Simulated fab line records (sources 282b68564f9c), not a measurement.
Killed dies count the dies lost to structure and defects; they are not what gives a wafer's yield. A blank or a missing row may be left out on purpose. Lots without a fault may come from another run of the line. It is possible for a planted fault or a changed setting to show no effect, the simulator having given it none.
fab line records | flow rit_cmos
record: lots: 5 | wafers: 15 | last_day: 6
route steps=202 shown NLDD@106 PLDD@114
lots that met no fault: taken from a fault-free run of the same line
start_h: the number of hours between the record's first day and the start of the first shown wafer of the lot | wait_h: time in hours since the lot's previous step | " repeats the value in the row above | L1.1+2: a single row standing in for several wafers | - no value, or no start given | * or withheld: withheld | < > ~ a bound
route shown NAME@n: NAME is a module with steps in the file, n the number in the route of the first one | usual: mean/standard deviation of fault-free wafers | same: alike in all rows | chamber/n: place in a boat | sites: each site's reading | _std_site: standard deviation across them | _edge_site: outer sites' mean less inner sites' | radius_mm: for every site, how far away it sits from the centre of the wafer | mask NAME#n: copy n | behind: the last tool/chamber to shape the wafer | hold: the reason the lot was held/the length of the hold in hours/how it ended | device: whichever transistor did not switch (one of n, p or np) | end of line: at the end of the route, the tests of the same wafers | a step given without rows: its recipe and nothing more | killed: not the wafer's yield, but the dies lost to structure and defects at the first sort | map: dies across one wafer; x = killed, . = not, _ = none there
set.NAME: the setting as run; set.NAME@STEP: as run at that earlier step | model.NAME: the simulator's own value behind a step, which no gauge read
certain route steps with their lots: each step a table, each wafer a row
services: the hour from which a tool's chamber was out of use, counted from the record's first day as start_h (under 0 if before that day), plus the number of hours and why
== steps ==
step: RIT_NLDD_EXPOSE_03
recipe: mask_id: M7 | na: 0.57 | target_cd_nm: 40700 | dose_mj: 250
usual: stage_vel_mm_s: 499.99/0.2
lot.wafer | tool             | chamber | start_h | wait_h | mask | stage_vel_mm_s
L082.1    | iline_stepper-02 | 0       | 82.55   | 0.1    | M7#0 | 499.98
L082.2    | "                | 0       | "       | "      | M7#0 | 500.10
L082.3    | "                | 0       | "       | "      | M7#0 | 499.84
L084.3    | iline_stepper-01 | 0       | 93.06   | 0.1    | M7#0 | 500.04
L084.4    | "                | 0       | "       | "      | M7#0 | 500.04
L084.5    | "                | 0       | "       | "      | M7#0 | 499.99
L085.2    | iline_stepper-01 | 0       | 100.02  | 0.1    | M7#0 | 499.81
L085.3    | "                | 0       | "       | "      | M7#0 | 499.96
L085.6    | "                | 0       | "       | "      | M7#0 | 499.98
L087.2    | iline_stepper-01 | 0       | 112.23  | 0.1    | M7#0 | 500.03
L087.5    | "                | 0       | "       | "      | M7#0 | 499.67
L087.6    | "                | 0       | "       | "      | M7#0 | 499.92
L092.1    | iline_stepper-02 | 0       | 131.99  | 0.2    | M7#0 | 500.10
L092.3    | "                | 0       | "       | "      | M7#0 | 499.98
L092.6    | "                | 0       | "       | "      | M7#0 | 499.90
step: RIT_NLDD_PEB_04
recipe: resist: NOVOLAK | temp_c: withheld | time_s: withheld
lot.wafer  | tool           | chamber | start_h | wait_h
L082.1+2+3 | litho_track-02 | 0       | 82.67   | 0.1
L084.3+4+5 | litho_track-04 | 0       | 93.19   | 0.1
L085.2+3+6 | litho_track-04 | 0       | 100.15  | 0.1
L087.2+5+6 | litho_track-04 | 0       | 112.35  | 0.1
L092.1+3+6 | litho_track-02 | 0       | 132.10  | 0.1
step: RIT_NLDD_DEVELOP_05
recipe: resist: NOVOLAK | develop_time_s: 50 | dev_temp_c: 23
lot.wafer  | tool           | chamber | start_h | wait_h
L082.1+2+3 | litho_track-02 | 0       | -       | -
L084.3+4+5 | litho_track-04 | 0       | -       | -
L085.2+3+6 | litho_track-04 | 0       | -       | -
L087.2+5+6 | litho_track-04 | 0       | -       | -
L092.1+3+6 | litho_track-02 | 0       | -       | -
step: RIT_NLDD_OVL_MEAS_06
usual: NLDD_OVL: 0.6/1.5
lot.wafer | tool       | chamber | start_h | wait_h | NLDD_OVL[nm]
L082.1    | overlay-02 | -       | 82.95   | -      | 0.3
L082.2    | "          | -       | "       | "      | 2.8
L082.3    | "          | -       | "       | "      | 1.8
L084.3    | overlay-02 | -       | 93.43   | -      | 0.6
L084.4    | "          | -       | "       | "      | 3.2
L084.5    | "          | -       | "       | "      | -0.6
L085.2    | overlay-02 | -       | 100.41  | -      | -0.5
L085.3    | "          | -       | "       | "      | 0.4
L085.6    | "          | -       | "       | "      | 0.7
L087.2    | overlay-01 | -       | 112.62  | -      | -1.4
L087.5    | "          | -       | "       | "      | -1.4
L087.6    | "          | -       | "       | "      | -0.2
L092.1    | overlay-01 | -       | 132.39  | -      | 1.9
L092.3    | "          | -       | "       | "      | 0.6
L092.6    | "          | -       | "       | "      | 0.7
step: RIT_NLDD_HARDBAKE_07
recipe: resist: NOVOLAK | temp_c: 140 | time_s: 60
usual: heater_power_total_W: 62.55/0.049
lot.wafer | tool           | chamber | start_h | wait_h | heater_power_total_W
L082.1    | litho_track-02 | 0       | 82.99   | 0.0    | 62.48
L082.2    | "              | 0       | "       | "      | 62.53
L082.3    | "              | 0       | "       | "      | 62.53
L084.3    | litho_track-04 | 0       | 93.50   | 0.1    | 62.49
L084.4    | "              | 0       | "       | "      | 62.57
L084.5    | "              | 0       | "       | "      | 62.59
L085.2    | litho_track-02 | 0       | 100.63  | 0.2    | 62.54
L085.3    | "              | 0       | "       | "      | 62.58
L085.6    | "              | 0       | "       | "      | 62.52
L087.2    | litho_track-02 | 0       | 112.67  | 0.0    | 62.41
L087.5    | "              | 0       | "       | "      | 62.44
L087.6    | "              | 0       | "       | "      | 62.53
L092.1    | litho_track-02 | 0       | 132.42  | 0.0    | 62.58
L092.3    | "              | 0       | "       | "      | 62.56
L092.6    | "              | 0       | "       | "      | 62.49
step: RIT_NLDD_IMPLANT_08
recipe: species: P | energy_kev: 20 | dose_cm2: 5e+14 | tilt_deg: 7
usual: tilt_deg: 6.999/0.023
same: implant_ion_amu: 31
lot.wafer | tool         | chamber | start_h | wait_h | tilt_deg
L082.1    | implanter-01 | 0       | 83.14   | 0.1    | 6.994
L082.2    | "            | 0       | "       | "      | 7.013
L082.3    | "            | 0       | "       | "      | 7.004
L084.3    | implanter-03 | 0       | 93.65   | 0.1    | 6.985
L084.4    | "            | 0       | "       | "      | 6.993
L084.5    | "            | 0       | "       | "      | 6.999
L085.2    | implanter-02 | 0       | 100.78  | 0.1    | 7.030
L085.3    | "            | 0       | "       | "      | 7.036
L085.6    | "            | 0       | "       | "      | 7.031
L087.2    | implanter-03 | 0       | 112.82  | 0.1    | 7.030
L087.5    | "            | 0       | "       | "      | 7.006
L087.6    | "            | 0       | "       | "      | 7.018
L092.1    | implanter-01 | 0       | 132.57  | 0.1    | 7.016
L092.3    | "            | 0       | "       | "      | 7.025
L092.6    | "            | 0       | "       | "      | 7.016
step: RIT_NLDD_STRIP_09
recipe: chemistry: O2 | time_s: 180 | resist: NOVOLAK | platen_temp_c: withheld | power_w: 500 | pressure_mtorr: 4000 | o2_flow_sccm: 4000
usual: drypump_motor_current_A: 6.1/0.48
lot.wafer | tool            | chamber | start_h | wait_h | drypump_motor_current_A | rf_hours_counter_h
L082.1    | plasma_asher-04 | 0       | 83.29   | 0.1    | 6.8                     | 29
L082.2    | "               | 1       | "       | "      | 5.5                     | 29
L082.3    | "               | 0       | "       | "      | 6.8                     | -
L084.3    | plasma_asher-03 | 0       | 93.81   | 0.1    | 5.9                     | -
L084.4    | "               | 1       | "       | "      | 6.3                     | -
L084.5    | "               | 0       | "       | "      | 5.9                     | -
L085.2    | plasma_asher-04 | 0       | 100.91  | 0.1    | 6.8                     | 32
L085.3    | "               | 0       | "       | "      | 6.8                     | -
L085.6    | "               | 1       | "       | "      | 5.5                     | -
L087.2    | plasma_asher-03 | 0       | 112.95  | 0.1    | 5.9                     | 49
L087.5    | "               | 1       | "       | "      | 6.3                     | -
L087.6    | "               | 0       | "       | "      | 5.9                     | -
L092.1    | plasma_asher-03 | 0       | 132.72  | 0.1    | 5.9                     | 52
L092.3    | "               | 0       | "       | "      | 5.9                     | -
L092.6    | "               | 1       | "       | "      | 6.3                     | -
step: RIT_NLDD_TW_MEAS_10
usual: NLDD_TW: 2473/26
lot.wafer | tool          | chamber | start_h | wait_h | NLDD_TW
L082.1    | film_metro-02 | -       | 83.46   | 0.1    | 2480
L082.2    | "             | -       | "       | "      | 2474
L082.3    | "             | -       | "       | "      | 2468
L084.3    | film_metro-03 | -       | 93.95   | 0.1    | 2495
L084.4    | "             | -       | "       | "      | 2494
L084.5    | "             | -       | "       | "      | 2490
L085.2    | film_metro-02 | -       | 101.09  | 0.1    | 2475
L085.3    | "             | -       | "       | "      | 2474
L085.6    | "             | -       | "       | "      | 2481
L087.2    | film_metro-02 | -       | 113.13  | 0.1    | 2482
L087.5    | "             | -       | "       | "      | 2469
L087.6    | "             | -       | "       | "      | 2471
L092.1    | film_metro-02 | -       | 132.90  | 0.1    | 2492
L092.3    | "             | -       | "       | "      | 2478
L092.6    | "             | -       | "       | "      | 2480
step: RIT_PLDD_HMDS_00
recipe: prime_time_s: 60 | prime_temp_c: 140
lot.wafer  | tool           | chamber | start_h | wait_h
L082.1+2+3 | litho_track-04 | 0       | 83.52   | 0.1
L084.3+4+5 | litho_track-04 | 0       | 94.04   | 0.1
L085.2+3+6 | litho_track-04 | 0       | 101.17  | 0.1
L087.2+5+6 | litho_track-02 | 0       | 113.21  | 0.1
L092.1+3+6 | litho_track-04 | 0       | 132.96  | 0.1
step: RIT_PLDD_COAT_01
recipe: resist: NOVOLAK | spin_rpm: 3250 | resist_thk_nm: 1000
lot.wafer  | tool           | chamber | start_h | wait_h
L082.1+2+3 | litho_track-04 | 0       | 83.67   | 0.1
L084.3+4+5 | litho_track-04 | 0       | 94.19   | 0.1
L085.2+3+6 | litho_track-04 | 0       | 101.32  | 0.1
L087.2+5+6 | litho_track-02 | 0       | 113.36  | 0.1
L092.1+3+6 | litho_track-04 | 0       | 133.11  | 0.1
step: RIT_PLDD_SOFTBAKE_02
recipe: resist: NOVOLAK | temp_c: 90 | time_s: 60
usual: heater_power_total_W: 34.55/0.048
lot.wafer | tool           | chamber | start_h | wait_h | heater_power_total_W
L082.1    | litho_track-04 | 0       | 83.82   | 0.1    | 34.51
L082.2    | "              | 0       | "       | "      | 34.53
L082.3    | "              | 0       | "       | "      | 34.63
L084.3    | litho_track-04 | 0       | 94.34   | 0.1    | 34.58
L084.4    | "              | 0       | "       | "      | 34.58
L084.5    | "              | 0       | "       | "      | 34.49
L085.2    | litho_track-04 | 0       | 101.47  | 0.1    | 34.58
L085.3    | "              | 0       | "       | "      | 34.63
L085.6    | "              | 0       | "       | "      | 34.47
L087.2    | litho_track-02 | 0       | 113.51  | 0.1    | 34.59
L087.5    | "              | 0       | "       | "      | 34.55
L087.6    | "              | 0       | "       | "      | 34.64
L092.1    | litho_track-04 | 0       | 133.26  | 0.1    | 34.51
L092.3    | "              | 0       | "       | "      | 34.70
L092.6    | "              | 0       | "       | "      | 34.51
step: RIT_PLDD_EXPOSE_03
recipe: mask_id: M8 | na: 0.57 | target_cd_nm: 40900 | dose_mj: 250
usual: stage_vel_mm_s: 499.95/0.24
lot.wafer | tool             | chamber | start_h | wait_h | mask | stage_vel_mm_s
L082.1    | iline_stepper-02 | 0       | 84.10   | 0.2    | M8#0 | 500.13
L082.2    | "                | 0       | "       | "      | M8#0 | 499.96
L082.3    | "                | 0       | "       | "      | M8#0 | 499.77
L084.3    | iline_stepper-02 | 0       | 94.60   | 0.2    | M8#0 | 500.14
L084.4    | "                | 0       | "       | "      | M8#0 | 500.02
L084.5    | "                | 0       | "       | "      | M8#0 | 500.14
L085.2    | iline_stepper-02 | 0       | 101.61  | 0.1    | M8#0 | 499.89
L085.3    | "                | 0       | "       | "      | M8#0 | 499.76
L085.6    | "                | 0       | "       | "      | M8#0 | 499.76
L087.2    | iline_stepper-02 | 0       | 113.65  | 0.1    | M8#0 | 499.92
L087.5    | "                | 0       | "       | "      | M8#0 | 500.03
L087.6    | "                | 0       | "       | "      | M8#0 | 499.85
L092.1    | iline_stepper-01 | 0       | 133.41  | 0.1    | M8#0 | 500.02
L092.3    | "                | 0       | "       | "      | M8#0 | 499.87
L092.6    | "                | 0       | "       | "      | M8#0 | 499.58
step: RIT_PLDD_PEB_04
recipe: resist: NOVOLAK | temp_c: withheld | time_s: withheld
lot.wafer  | tool           | chamber | start_h | wait_h
L082.1+2+3 | litho_track-04 | 0       | 84.21   | 0.1
L084.3+4+5 | litho_track-03 | 0       | 94.73   | 0.1
L085.2+3+6 | litho_track-04 | 0       | 101.73  | 0.1
L087.2+5+6 | litho_track-02 | 0       | 114.00  | 0.3
L092.1+3+6 | litho_track-04 | 0       | 133.52  | 0.1
step: RIT_PLDD_DEVELOP_05
recipe: resist: NOVOLAK | develop_time_s: 50 | dev_temp_c: 23
lot.wafer  | tool           | chamber | start_h | wait_h
L082.1+2+3 | litho_track-04 | 0       | -       | -
L084.3+4+5 | litho_track-03 | 0       | -       | -
L085.2+3+6 | litho_track-04 | 0       | -       | -
L087.2+5+6 | litho_track-02 | 0       | -       | -
L092.1+3+6 | litho_track-04 | 0       | -       | -
== services ==
tool             | chamber | start_h | hours | kind
iline_stepper-02 | -       | 66.55   | 1.7   | pm
plasma_asher-04  | -       | 67.36   | 4.3   | pm
iline_stepper-01 | 0       | 121.04  | -     | calibration
litho_track-02   | -       | 131.90  | -     | consumable_replace:filter
== key ==
fault none
